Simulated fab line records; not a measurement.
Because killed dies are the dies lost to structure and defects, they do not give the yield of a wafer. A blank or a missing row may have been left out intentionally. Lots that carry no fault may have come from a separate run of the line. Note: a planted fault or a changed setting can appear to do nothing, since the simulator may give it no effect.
A struck lot beside a sound one | flow rit-cmos | 18 steps out of a route of 202
Sound: the wafers L706.1, L706.2, L706.6. Struck: wafers L720.1, L720.4, L720.5. The cause comes at the end.
At each step with rows: each side's tool, then ch and its chambers, then its first start. Under that, the readings that differ: sound wafers | struck wafers | difference of the means | sigmas: that difference in standard deviations of wafers without a fault.
alike: words and numbers the same on both sides, and readings whose means are apart by under 2 such deviations; not compared: readings that were withheld, readings missing a value for some wafer, numbers with overlapping values and no deviation given by the record, and bounds like >300 which may hide the same value.
Wherever a step has rows on one side only, a row that says differs or no value, or a row with sigmas, the two part there. When numbers do not overlap yet have no deviation, they are printed without sigmas and do not part them. Lack of a reading on every wafer of one side parts them only where that side has two or more wafers.

RIT_GATE_OVL_MEAS_17:
  sound on overlay-01 at day 3 00:52; struck on overlay-02 at day 5 20:26
  alike: GATE_OVL
then, 1 step without rows for these wafers: RIT_GATE_HARDBAKE_18 (time 60 s).
RIT_GATE_ETCH_19: etches poly-Si in SF6/CHF3/O2, stops on SiO2, time 165 s, target depth 312.5 nm.
  sound on rie-si-01 ch 0,1,3, day 3 01:02; struck on rie-si-01 ch 0,1,2, day 5 20:40
  alike: CHF3_flow_sccm, drypump-motor-current-A, oes-product-au, throttle-valve-pct
  not compared: rf-hours-counter-h
RIT_GATE_STRIP_20: strips in O2, time 180 s.
  sound on plasma-asher-04 ch 0,1, day 3 01:09; struck on plasma-asher-04 ch 0,1, day 5 20:46
  alike: drypump-motor-current-A
  not compared: rf-hours-counter-h
RIT_GATE_CD_MEAS_90: the cd target is 150 nm.
  sound on cd-sem-01 at day 3 01:19; struck on cd-sem-01 at day 5 20:56
  alike: cd-nm
then, 4 steps without rows for these wafers: RIT_REOX_CLEAN_00 (cleans in SC1, time 600 s); RIT_REOX_CLEAN_01 (cleans in dHF, time 30 s); RIT_REOX_CLEAN_02 (cleans in SC2, time 600 s); RIT_REOX_OXIDATION_03 (target thk 25.2 nm, ox time 5580 s).
RIT_REOX_THK_MEAS_04:
  sound on film-metro-04 at day 3 04:32; struck on film-metro-04 at day 5 23:59
  alike: REOX_OXIDE_THK
then, 2 steps without rows for these wafers: RIT_NLDD_HMDS_00 (prime time 60 s); RIT_NLDD_COAT_01 (resist thk 1000 nm).
RIT_NLDD_SOFTBAKE_02: time 60 s.
  sound on litho-track-04 ch 0, day 3 04:54; struck on litho-track-04 ch 0, day 6 00:20
  reading                                   | sound             | struck            | difference | sigmas
  heater-power-total-W (W)                  | 34.57 34.58 34.47 | 36.27 36.26 36.21 | +1.71      | +36
  plate-temp-C (C)                          | 89.85 89.81 89.90 | 93.17 93.13 92.99 | +3.24      | +27
  model.NOVOLAK_of_NLDD_COAT_01.thk-nm (nm) | 997.5 998.1 995.5 | 991.2 991.9 988.5 | -6.5       |
then, 2 steps without rows for these wafers: RIT_NLDD_EXPOSE_03 (exposes mask M7, target cd 40700 nm); RIT_NLDD_PEB_04.
RIT_NLDD_DEVELOP_05: develop time 50 s.
  sound: litho-track-04 ch 0; struck: litho-track-02 ch 0
  reading                                   | sound             | struck            | difference | sigmas
  model.NOVOLAK_of_NLDD_COAT_01.thk-nm (nm) | 997.2 997.8 995.1 | 990.9 991.5 988.1 | -6.5       |
RIT_NLDD_OVL_MEAS_06:
  sound on overlay-02 at day 3 05:27; struck on overlay-01 at day 6 00:55
  alike: NLDD_OVL
RIT_M1_PROBE_99:
  sound on prober-01 at day 3 20:55; struck on prober-02 at day 6 17:47
  alike: killed-at-front-end, killed-dies, killed-open, killed-short

WHERE THEY PART
Only at RIT_NLDD_SOFTBAKE_02, as far as this record shows. Later steps at which nothing parts them and some readings are alike: RIT_NLDD_OVL_MEAS_06, RIT_M1_PROBE_99.

WHY: what had been put in by the simulator
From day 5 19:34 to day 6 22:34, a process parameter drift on litho-track-04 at RIT_NLDD_SOFTBAKE_02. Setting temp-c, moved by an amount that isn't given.
